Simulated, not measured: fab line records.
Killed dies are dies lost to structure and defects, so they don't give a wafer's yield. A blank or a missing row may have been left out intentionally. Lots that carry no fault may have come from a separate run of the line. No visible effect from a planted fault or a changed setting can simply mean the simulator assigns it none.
fab line records    flow ritCmos
[record] lots = 13  wafers = 39  lastDay = 7
route steps=202 shown GATE@97 PSD@157 CONTACT@176 M1@190
lots that met no fault: taken from a fault-free run of the same line
startH: start of the lot's first displayed wafer, in hours after the record's first day    waitH: hours elapsed since this lot's preceding step    " repeats the value in the row above    L1.1+2: one row covering several wafers at once    - either no value or no given start    * or withheld: withheld    < > ~ a bound
route shown NAME@n: a module of which the file shows steps, and the number in the route of the first    usual: mean and standard deviation over wafers with no fault    same: alike in all rows    chamber/n: place in a boat    sites: each site's reading    _std_site: their standard deviation    _edge_site: inner sites' mean taken away from outer sites' mean    radiusMm: how far each site lies from the wafer's centre    mask NAME#n: copy n    behind: the tool/chamber that last shaped the wafer    hold: why the lot was held/for how many hours/how that ended    device: transistor that didn't switch, given as n, p or np    end of line: the same wafers' tests at the end of the route    step lacking rows: just its recipe    killed: not the wafer's yield, but the dies lost to structure and defects at the first sort    map: a wafer's dies, marking killed ones x, the rest . and places with no die _
set.NAME: the setting as run; set.NAME@STEP: as run at that earlier step    model.NAME: the simulator's own value behind a step, which no gauge read
one table for each step of the route and one row for each wafer, over a sample of lots
services: from which hour (startH, from the record's first day; less than 0 if before it) a tool's chamber was out of use, for how many hours, and why
[[steps]]
[step RIT_GATE_CD_MEAS_90]
[recipe] targetCdNm = 150
[usual] cdNm = 149.2/2.7
lot.wafer  tool      chamber  startH  waitH  cdNm
L787.1     cdSem-01  -        41.62   0.1    151.2
L787.3     "         -        "       "      151.9
L787.6     "         -        "       "      150.6
L789.1     cdSem-01  -        55.95   0.1    148.2
L789.4     "         -        "       "      145.9
L789.5     "         -        "       "      150.0
L790.3     cdSem-02  -        61.89   0.1    149.3
L790.4     "         -        "       "      149.2
L790.6     "         -        "       "      148.7
L791.1     cdSem-02  -        66.58   0.1    151.9
L791.2     "         -        "       "      153.7
L791.6     "         -        "       "      153.1
L792.1     cdSem-01  -        70.91   0.1    150.0
L792.3     "         -        "       "      150.1
L792.4     "         -        "       "      148.6
L794.1     cdSem-02  -        83.63   0.1    146.9
L794.2     "         -        "       "      148.4
L794.3     "         -        "       "      147.7
L795.2     cdSem-02  -        84.98   0.1    147.7
L795.4     "         -        "       "      148.9
L795.5     "         -        "       "      148.8
L796.3     cdSem-01  -        89.49   0.1    155.1
L796.5     "         -        "       "      152.3
L796.6     "         -        "       "      152.1
L802.2     cdSem-02  -        116.74  0.1    148.8
L802.3     "         -        "       "      149.0
L802.5     "         -        "       "      148.0
L804.1     cdSem-02  -        126.80  0.1    146.8
L804.3     "         -        "       "      150.3
L804.6     "         -        "       "      147.9
L807.2     cdSem-02  -        140.92  0.1    150.6
L807.3     "         -        "       "      151.8
L807.6     "         -        "       "      149.9
L808.1     cdSem-02  -        146.50  0.1    147.1
L808.2     "         -        "       "      146.2
L808.4     "         -        "       "      148.9
L809.1     cdSem-02  -        148.80  0.1    148.1
L809.3     "         -        "       "      147.1
L809.6     "         -        "       "      147.0
[step RIT_SDANNEAL_RS_MEAS_04]
[recipe] thkMeasGauge = four-point-probe
[usual] PSD_RS = 115.79/0.26
lot.wafer  tool          chamber  startH  waitH  PSD_RS[ohm/sq]
L787.1     filmMetro-03  -        54.48   0.0    116.32
L787.3     "             -        "       "      116.06
L787.6     "             -        "       "      116.22
L789.1     filmMetro-02  -        70.15   0.0    115.63
L789.4     "             -        "       "      115.64
L789.5     "             -        "       "      115.83
L790.3     filmMetro-03  -        74.97   0.1    116.18
L790.4     "             -        "       "      115.92
L790.6     "             -        "       "      115.88
L791.1     filmMetro-03  -        79.25   0.0    115.87
L791.2     "             -        "       "      115.73
L791.6     "             -        "       "      116.01
L792.1     filmMetro-03  -        84.32   0.0    115.96
L792.3     "             -        "       "      116.05
L792.4     "             -        "       "      115.59
L794.1     filmMetro-04  -        97.07   0.0    116.05
L794.2     "             -        "       "      115.93
L794.3     "             -        "       "      116.19
L795.2     filmMetro-04  -        99.84   0.1    116.25
L795.4     "             -        "       "      115.94
L795.5     "             -        "       "      116.01
L796.3     filmMetro-04  -        102.80  0.1    116.11
L796.5     "             -        "       "      116.13
L796.6     "             -        "       "      115.73
L802.2     filmMetro-03  -        129.89  0.1    115.54
L802.3     "             -        "       "      115.20
L802.5     "             -        "       "      115.50
L804.1     filmMetro-02  -        139.94  0.0    116.13
L804.3     "             -        "       "      115.77
L804.6     "             -        "       "      116.17
L807.2     filmMetro-03  -        154.33  0.1    115.87
L807.3     "             -        "       "      115.26
L807.6     "             -        "       "      115.58
L808.1     filmMetro-04  -        159.06  0.0    115.88
L808.2     "             -        "       "      115.81
L808.4     "             -        "       "      115.55
L809.1     filmMetro-02  -        161.24  0.0    115.78
L809.3     "             -        "       "      115.83
L809.6     "             -        "       "      115.76
[step RIT_CONTACT_CD_MEAS_08]
[recipe] targetCdNm = 1000
[usual] cdNm = 1000.8/2.3
lot.wafer  tool      chamber  startH  waitH  cdNm
L787.1     cdSem-01  -        56.66   -      999.5
L787.3     "         -        "       "      999.9
L787.6     "         -        "       "      1001.0
L789.1     cdSem-01  -        72.29   -      1001.6
L789.4     "         -        "       "      1002.5
L789.5     "         -        "       "      1000.5
L790.3     cdSem-01  -        77.25   -      1002.0
L790.4     "         -        "       "      999.1
L790.6     "         -        "       "      1000.0
L791.1     cdSem-01  -        81.54   -      1001.3
L791.2     "         -        "       "      1000.5
L791.6     "         -        "       "      1002.4
L792.1     cdSem-02  -        86.52   -      1004.8
L792.3     "         -        "       "      1006.5
L792.4     "         -        "       "      1003.5
L794.1     cdSem-02  -        99.27   -      1001.0
L794.2     "         -        "       "      1002.6
L794.3     "         -        "       "      1000.5
L795.2     cdSem-01  -        102.04  -      997.8
L795.4     "         -        "       "      996.3
L795.5     "         -        "       "      998.8
L796.3     cdSem-01  -        104.88  -      999.0
L796.5     "         -        "       "      1001.3
L796.6     "         -        "       "      999.4
L802.2     cdSem-02  -        132.16  -      1001.2
L802.3     "         -        "       "      1001.9
L802.5     "         -        "       "      1001.1
L804.1     cdSem-02  -        142.01  -      999.8
L804.3     "         -        "       "      1001.2
L804.6     "         -        "       "      1000.5
L807.2     cdSem-01  -        156.53  -      999.1
L807.3     "         -        "       "      997.4
L807.6     "         -        "       "      999.2
L808.1     cdSem-02  -        161.26  -      999.3
L808.2     "         -        "       "      997.5
L808.4     "         -        "       "      999.7
L809.1     cdSem-02  -        163.50  -      1001.2
L809.3     "         -        "       "      1000.1
L809.6     "         -        "       "      1000.0
[step RIT_M1_EXPOSE_06]
[recipe] maskId = M12  na = 0.6  sourceShape = conventional  sigmaOuter = 0.5  targetCdNm = 2600  doseMj = 250
[usual] reticleTempC = 23.00/0.1
lot.wafer  tool             chamber  startH  waitH  mask      reticleTempC
L787.1     ilineStepper-02  0        58.92   0.1    M12#0     23.17
L787.3     "                0        "       "      M12#0     22.95
L787.6     "                0        "       "      M12#0     23.12
L789.1     ilineStepper-01  0        74.66   0.2    M12#0     22.84
L789.4     "                0        "       "      M12#0     22.95
L789.5     "                0        "       "      M12#0     22.79
L790.3     ilineStepper-01  0        79.32   0.1    M12#0     22.86
L790.4     "                0        "       "      M12#0     23.03
L790.6     "                0        "       "      M12#0     22.78
L791.1     ilineStepper-01  0        83.74   0.1    M12#0     22.76
L791.2     "                0        "       "      M12#0     22.86
L791.6     "                0        "       "      M12#0     23.00
L792.1     ilineStepper-01  0        88.59   0.1    M12#0     23.09
L792.3     "                0        "       "      M12#0     22.92
L792.4     "                0        "       "      M12#0     22.98
L794.1     ilineStepper-02  0        101.68  0.2    M12_R1#0  22.89
L794.2     "                0        "       "      M12_R1#0  22.96
L794.3     "                0        "       "      M12_R1#0  23.00
L795.2     ilineStepper-01  0        104.24  0.2    M12#0     23.04
L795.4     "                0        "       "      M12#0     23.06
L795.5     "                0        "       "      M12#0     23.06
L796.3     ilineStepper-02  0        107.11  0.2    M12#0     22.99
L796.5     "                0        "       "      M12#0     23.11
L796.6     "                0        "       "      M12#0     22.98
L802.2     ilineStepper-02  0        134.40  0.2    M12#0     22.93
L802.3     "                0        "       "      M12#0     23.01
L802.5     "                0        "       "      M12#0     23.01
L804.1     ilineStepper-01  0        144.40  0.2    M12#0     23.00
L804.3     "                0        "       "      M12#0     23.14
L804.6     "                0        "       "      M12#0     22.82
L807.2     ilineStepper-01  0        158.60  0.1    M12#0     23.19
L807.3     "                0        "       "      M12#0     22.89
L807.6     "                0        "       "      M12#0     23.16
L808.1     ilineStepper-02  0        163.46  0.2    M12#0     22.84
L808.2     "                0        "       "      M12#0     22.93
L808.4     "                0        "       "      M12#0     23.08
L809.1     ilineStepper-02  0        165.69  0.1    M12#0     23.01
L809.3     "                0        "       "      M12#0     22.93
L809.6     "                0        "       "      M12#0     23.04
[step RIT_M1_CD_MEAS_09]
[recipe] targetCdNm = 2600
[usual] cdNm = 2600.5/2.1
lot.wafer  tool      chamber  startH  waitH  hold                     cdNm
L787.1     cdSem-01  -        59.35   -      -                        2599.7
L787.3     "         -        "       "      -                        2600.0
L787.6     "         -        "       "      -                        2600.2
L789.1     cdSem-01  -        75.09   -      -                        2603.0
L789.4     "         -        "       "      -                        2603.2
L789.5     "         -        "       "      -                        2603.1
L790.3     cdSem-01  -        79.75   -      -                        2602.1
L790.4     "         -        "       "      -                        2602.4
L790.6     "         -        "       "      -                        2600.6
L791.1     cdSem-02  -        84.17   -      -                        2600.3
L791.2     "         -        "       "      -                        2598.6
L791.6     "         -        "       "      -                        2600.0
L792.1     cdSem-02  -        89.08   -      -                        2595.9
L792.3     "         -        "       "      -                        2596.6
L792.4     "         -        "       "      -                        2596.8
L794.1     cdSem-02  -        102.11  -      awaitDispo/0.2h/release  2753.3
L794.2     "         -        "       "      awaitDispo/0.2h/release  2752.0
L794.3     "         -        "       "      awaitDispo/0.2h/release  2753.3
L794.1     cdSem-02  -        102.39  0.3    -                        2753.7
L794.2     "         -        "       "      -                        2752.0
L794.3     "         -        "       "      -                        2753.4
L795.2     cdSem-02  -        104.67  -      -                        2601.5
L795.4     "         -        "       "      -                        2602.4
L795.5     "         -        "       "      -                        2602.7
L796.3     cdSem-02  -        107.54  -      -                        2599.2
L796.5     "         -        "       "      -                        2600.5
L796.6     "         -        "       "      -                        2596.7
L802.2     cdSem-02  -        134.83  -      -                        2599.9
L802.3     "         -        "       "      -                        2599.8
L802.5     "         -        "       "      -                        2601.1
L804.1     cdSem-02  -        144.83  -      -                        2600.1
L804.3     "         -        "       "      -                        2603.4
L804.6     "         -        "       "      -                        2599.6
L807.2     cdSem-02  -        159.03  -      -                        2598.3
L807.3     "         -        "       "      -                        2598.5
L807.6     "         -        "       "      -                        2598.7
L808.1     cdSem-01  -        163.89  -      -                        2596.9
L808.2     "         -        "       "      -                        2598.0
L808.4     "         -        "       "      -                        2598.9
L809.1     cdSem-02  -        166.12  -      -                        2602.8
L809.3     "         -        "       "      -                        2601.0
L809.6     "         -        "       "      -                        2604.9
[step RIT_M1_PROBE_99]
[usual] defectLimitedYield = 97.4/1.2  killedAtContacts = 0.1/0.36  killedAtFrontEnd = 7/3.1  killedDies = 7/3.1  killedOnRim = 1.9/1.4  killedOpen = 3.6/2.1  killedShort = 3.2/1.9  sort_bin_3_pad_short = 0.1/0.23  sort_bin_5_function = 1.4/0.77  sort_bin_6_memory = 1.0/0.68  sortNPass = 257/3.1  sortYieldPct = 97.4/1.2
[same] grossDies = 264  killed_at_M0_to_M3 = 0  killed_at_M4_up = 0  killedAtBackSide = 0  killedAtOther = 0
lot.wafer  tool       chamber  startH  waitH  defectLimitedYield[%]  killedAtContacts  killedAtFrontEnd  killedDies  killedOnRim  killedOpen  killedShort  sort_bin_3_pad_short[%]  sort_bin_5_function[%]  sort_bin_6_memory[%]  sortNPass  sortYieldPct[%]
L787.1     prober-01  -        62.18   0.1    97.7                   0                 6                 6           3            4           2            0                        1.5                     0.8                   258        97.7
L787.3     prober-01  -        62.28   0.2    97.7                   0                 6                 6           0            1           5            0                        1.5                     0.8                   258        97.7
L787.6     prober-01  -        62.43   0.2    96.6                   0                 9                 9           2            4           5            0.8                      2.3                     0.4                   255        96.6
L789.1     prober-01  -        77.75   0.1    99.6                   0                 1                 1           0            1           0            0                        0.4                     0                     263        99.6
L789.4     prober-01  -        77.90   0.2    97.7                   0                 6                 6           2            2           4            0.4                      0.8                     1.1                   258        97.7
L789.5     prober-01  -        77.95   0.2    97.0                   0                 8                 8           0            4           4            0.8                      1.5                     0.8                   256        97.0
L790.3     prober-02  -        82.47   0.2    97.7                   0                 6                 6           0            1           5            0                        1.1                     1.1                   258        97.7
L790.4     prober-02  -        82.52   0.2    97.0                   0                 8                 8           3            5           3            0                        1.1                     1.9                   256        97.0
L790.6     prober-02  -        82.62   0.2    97.7                   0                 6                 6           2            2           4            0.4                      1.5                     0.4                   258        97.7
L791.1     prober-01  -        86.88   0.1    97.0                   0                 8                 8           1            5           3            0.4                      2.3                     0.4                   256        97.0
L791.2     prober-01  -        86.93   0.1    97.7                   0                 6                 6           3            5           1            0                        1.9                     0.4                   258        97.7
L791.6     prober-01  -        87.13   0.2    98.1                   0                 5                 5           2            2           3            0                        1.9                     0                     259        98.1
L792.1     prober-02  -        91.74   0.1    97.7                   0                 6                 6           1            3           3            0                        1.1                     1.1                   258        97.7
L792.3     prober-02  -        91.84   0.2    98.1                   0                 5                 5           1            3           2            0.4                      1.5                     0                     259        98.1
L792.4     prober-02  -        91.89   0.2    96.6                   0                 9                 9           4            6           3            0                        1.9                     1.5                   255        96.6
L795.2     prober-01  -        107.49  0.1    98.1                   0                 5                 5           1            3           2            0                        1.5                     0.4                   259        98.1
L795.4     prober-01  -        107.59  0.2    97.0                   0                 8                 8           0            4           4            0                        1.5                     1.5                   256        97.0
L795.5     prober-01  -        107.64  0.2    97.0                   1                 7                 8           0            3           5            0.4                      1.1                     1.5                   256        97.0
L796.3     prober-02  -        110.26  0.2    96.6                   0                 9                 9           2            5           4            0                        2.3                     1.1                   255        96.6
L796.5     prober-02  -        110.36  0.2    95.1                   0                 13                13          5            7           6            0                        2.3                     2.7                   251        95.1
L796.6     prober-02  -        110.41  0.2    98.9                   0                 3                 3           0            1           2            0                        0.4                     0.8                   261        98.9
L802.2     prober-02  -        137.52  0.1    99.6                   0                 1                 1           1            1           0            0                        0.4                     0                     263        99.6
L802.3     prober-02  -        137.57  0.2    99.6                   0                 1                 1           0            0           1            0                        0.4                     0                     263        99.6
L802.5     prober-02  -        137.67  0.2    96.6                   0                 9                 9           2            5           4            0                        0.8                     2.7                   255        96.6
L804.1     prober-02  -        147.55  0.1    95.5                   0                 12                12          1            6           6            0                        3.4                     1.1                   252        95.5
L804.3     prober-02  -        147.65  0.2    95.8                   0                 11                11          5            7           4            0                        3.4                     0.8                   253        95.8
L804.6     prober-02  -        147.80  0.2    97.7                   0                 6                 6           3            4           2            0                        1.1                     1.1                   258        97.7
L807.2     prober-01  -        161.76  0.1    96.2                   0                 10                10          4            5           5            0                        3.4                     0.4                   254        96.2
L807.3     prober-01  -        161.81  0.2    97.3                   0                 7                 7           3            2           5            1.1                      0.8                     0.8                   257        97.3
L807.6     prober-01  -        161.96  0.2    97.7                   0                 6                 6           2            4           2            0.4                      1.1                     0.8                   258        97.7
L808.1     prober-02  -        166.54  0.1    98.1                   0                 5                 5           3            4           1            0                        1.1                     0.8                   259        98.1
L808.2     prober-02  -        166.59  0.1    99.2                   0                 2                 2           2            0           2            0.4                      0                       0.4                   262        99.2
L808.4     prober-02  -        166.69  0.2    97.7                   0                 6                 6           0            3           3            0                        1.5                     0.8                   258        97.7
L809.1     prober-01  -        168.78  0.1    96.6                   0                 9                 9           3            5           4            0.4                      2.3                     0.8                   255        96.6
L809.3     prober-01  -        168.88  0.2    99.2                   0                 2                 2           1            1           1            0                        0.4                     0.4                   262        99.2
L809.6     prober-01  -        169.03  0.2    97.7                   1                 5                 6           1            4           2            0                        1.5                     0.8                   258        97.7
// killed by level:class
L787.1 SPACER:geometricParticle:open=3 GATE:geometricParticle:short=1 GATE:geometricParticle:open=1 REOX:geometricParticle:short=1
L787.3 GATE:geometricParticle:short=2 ACTIVE:geometricParticle:short=1 FOX2:geometricParticle:open=1 FOX2:geometricParticle:short=1 SPACER:geometricParticle:short=1
L787.6 SPACER:geometricParticle:open=2 FOX1:geometricParticle:short=1 FOX2:geometricParticle:open=1 GATE:geometricParticle:open=1 GATE:geometricParticle:short=1 REOX:geometricParticle:short=1 SPACER:geometricParticle:short=1 SILICIDE:geometricParticle:short=1
L789.1 REOX:geometricParticle:open=1
L789.4 FOX1:geometricParticle:short=1 GATE:geometricParticle:short=1 GATE:geometricParticle:open=1 SPACER:geometricParticle:open=1 SPACER:geometricParticle:short=1 SILICIDE:geometricParticle:short=1
L789.5 REOX:geometricParticle:short=2 FOX2:geometricParticle:open=1 GATE:geometricParticle:open=1 REOX:geometricParticle:open=1 SPACER:geometricParticle:open=1 SPACER:geometricParticle:short=1 SILICIDE:geometricParticle:short=1
L790.3 FOX1:geometricParticle:short=2 GATE:geometricParticle:short=1 REOX:geometricParticle:open=1 REOX:geometricParticle:short=1 SILICIDE:geometricParticle:short=1
L790.4 FOX1:geometricParticle:open=2 FOX2:geometricParticle:open=2 GATE:geometricParticle:open=1 GATE:geometricParticle:short=1 REOX:geometricParticle:short=1 SPACER:geometricParticle:short=1
L790.6 GATE:geometricParticle:short=2 FOX1:geometricParticle:short=1 GATE:geometricParticle:open=1 REOX:geometricParticle:open=1 SPACER:geometricParticle:short=1
L791.1 FOX1:geometricParticle:open=2 GATE:geometricParticle:open=2 SPACER:geometricParticle:short=2 REOX:geometricParticle:short=1 SPACER:geometricParticle:open=1
L791.2 GATE:geometricParticle:open=2 REOX:geometricParticle:open=2 FOX1:geometricParticle:open=1 SPACER:geometricParticle:short=1
L791.6 SILICIDE:geometricParticle:short=2 FOX1:geometricParticle:short=1 GATE:geometricParticle:open=1 SILICIDE:geometricParticle:open=1
L792.1 GATE:geometricParticle:open=2 FOX1:geometricParticle:short=1 FOX2:geometricParticle:short=1 SPACER:geometricParticle:short=1 SILICIDE:geometricParticle:open=1
L792.3 FOX2:geometricParticle:open=2 GATE:geometricParticle:open=1 GATE:geometricParticle:short=1 REOX:geometricParticle:short=1
L792.4 GATE:geometricParticle:open=2 GATE:geometricParticle:short=2 FOX1:geometricParticle:open=1 FOX2:geometricParticle:open=1 REOX:geometricParticle:open=1 SPACER:geometricParticle:open=1 SILICIDE:geometricParticle:short=1
L795.2 GATE:geometricParticle:open=3 GATE:geometricParticle:short=2
L795.4 GATE:geometricParticle:open=3 GATE:geometricParticle:short=3 REOX:geometricParticle:open=1 SPACER:geometricParticle:short=1
L795.5 GATE:geometricParticle:open=3 SILICIDE:geometricParticle:short=2 FOX2:geometricParticle:short=1 GATE:geometricParticle:short=1 CONTACT:geometricParticle:short=1
L796.3 FOX1:geometricParticle:open=3 FOX1:geometricParticle:short=2 FOX2:geometricParticle:open=2 FOX2:geometricParticle:short=2
L796.5 GATE:geometricParticle:open=3 GATE:geometricParticle:short=2 SPACER:geometricParticle:short=2 FOX1:geometricParticle:open=1 FOX2:geometricParticle:short=1 REOX:geometricParticle:open=1 SPACER:geometricParticle:open=1 SILICIDE:geometricParticle:open=1
L796.6 FOX1:geometricParticle:open=1 FOX2:geometricParticle:short=1 SILICIDE:geometricParticle:short=1
L802.2 FOX1:geometricParticle:open=1
L802.3 FOX1:geometricParticle:short=1
L802.5 GATE:geometricParticle:open=4 GATE:geometricParticle:short=4 SPACER:geometricParticle:open=1
L804.1 REOX:geometricParticle:short=3 FOX1:geometricParticle:open=2 FOX1:geometricParticle:short=1 FOX2:geometricParticle:open=1 GATE:geometricParticle:open=1 GATE:geometricParticle:short=1 REOX:geometricParticle:open=1 SPACER:geometricParticle:open=1
L804.3 SPACER:geometricParticle:short=3 SPACER:geometricParticle:open=3 FOX2:geometricParticle:open=2 GATE:geometricParticle:open=2 SILICIDE:geometricParticle:short=1
L804.6 REOX:geometricParticle:open=2 FOX1:geometricParticle:open=1 GATE:geometricParticle:short=1 SPACER:geometricParticle:short=1 SILICIDE:geometricParticle:open=1
L807.2 SILICIDE:geometricParticle:short=3 SPACER:geometricParticle:open=2 FOX1:geometricParticle:open=1 GATE:geometricParticle:open=1 GATE:geometricParticle:short=1 SPACER:geometricParticle:short=1 SILICIDE:geometricParticle:open=1
L807.3 GATE:geometricParticle:short=2 SILICIDE:geometricParticle:short=2 GATE:geometricParticle:open=1 SPACER:geometricParticle:short=1 SILICIDE:geometricParticle:open=1
L807.6 REOX:geometricParticle:open=2 FOX2:geometricParticle:open=1 GATE:geometricParticle:open=1 REOX:geometricParticle:short=1 SPACER:geometricParticle:short=1
L808.1 FOX1:geometricParticle:open=2 GATE:geometricParticle:open=1 GATE:geometricParticle:short=1 SILICIDE:geometricParticle:open=1
L808.2 GATE:geometricParticle:short=2
L808.4 GATE:geometricParticle:open=2 FOX1:geometricParticle:open=1 GATE:geometricParticle:short=1 REOX:geometricParticle:short=1 SPACER:geometricParticle:short=1
L809.1 GATE:geometricParticle:open=5 GATE:geometricParticle:short=2 FOX1:geometricParticle:short=1 REOX:geometricParticle:short=1
L809.3 FOX2:geometricParticle:open=1 GATE:geometricParticle:short=1
L809.6 GATE:geometricParticle:open=2 FOX1:geometricParticle:open=1 REOX:geometricParticle:short=1 SPACER:geometricParticle:open=1 CONTACT:geometricParticle:short=1
[[services]]
tool             chamber  startH  hours  kind
ilineStepper-02  -        39.05   1.7    pm
ilineStepper-02  0        44.72   -      calibration
ilineStepper-01  0        134.98  -      calibration
[[key]]
[firstSign] step = RIT_M1_EXPOSE_06  reading = mask  direction = changed
[effect] step = RIT_M1_CD_MEAS_09  reading = visit  direction = added
[effect] step = RIT_M1_CD_MEAS_09  reading = cdNm  direction = up  sigmas = 73  usual = 2600.5  struck = 2752.9
metAt RIT_M1_EXPOSE_06
struckLots L794
scrappedBehind RIT_M1_CD_MEAS_09 L794.1,L794.2,L794.3
notActingAt RIT_GATE_CD_MEAS_90,RIT_SDANNEAL_RS_MEAS_04,RIT_CONTACT_CD_MEAS_08
onsetBetween 58.92 101.68
[fault] kind = wrongMask  tool = any  chamber = -  onsetH = 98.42  steps = RIT_M1_EXPOSE_06  auxCopy = M12_R1#0  cdOffsetNm = 150  scope = struckLotsOnly
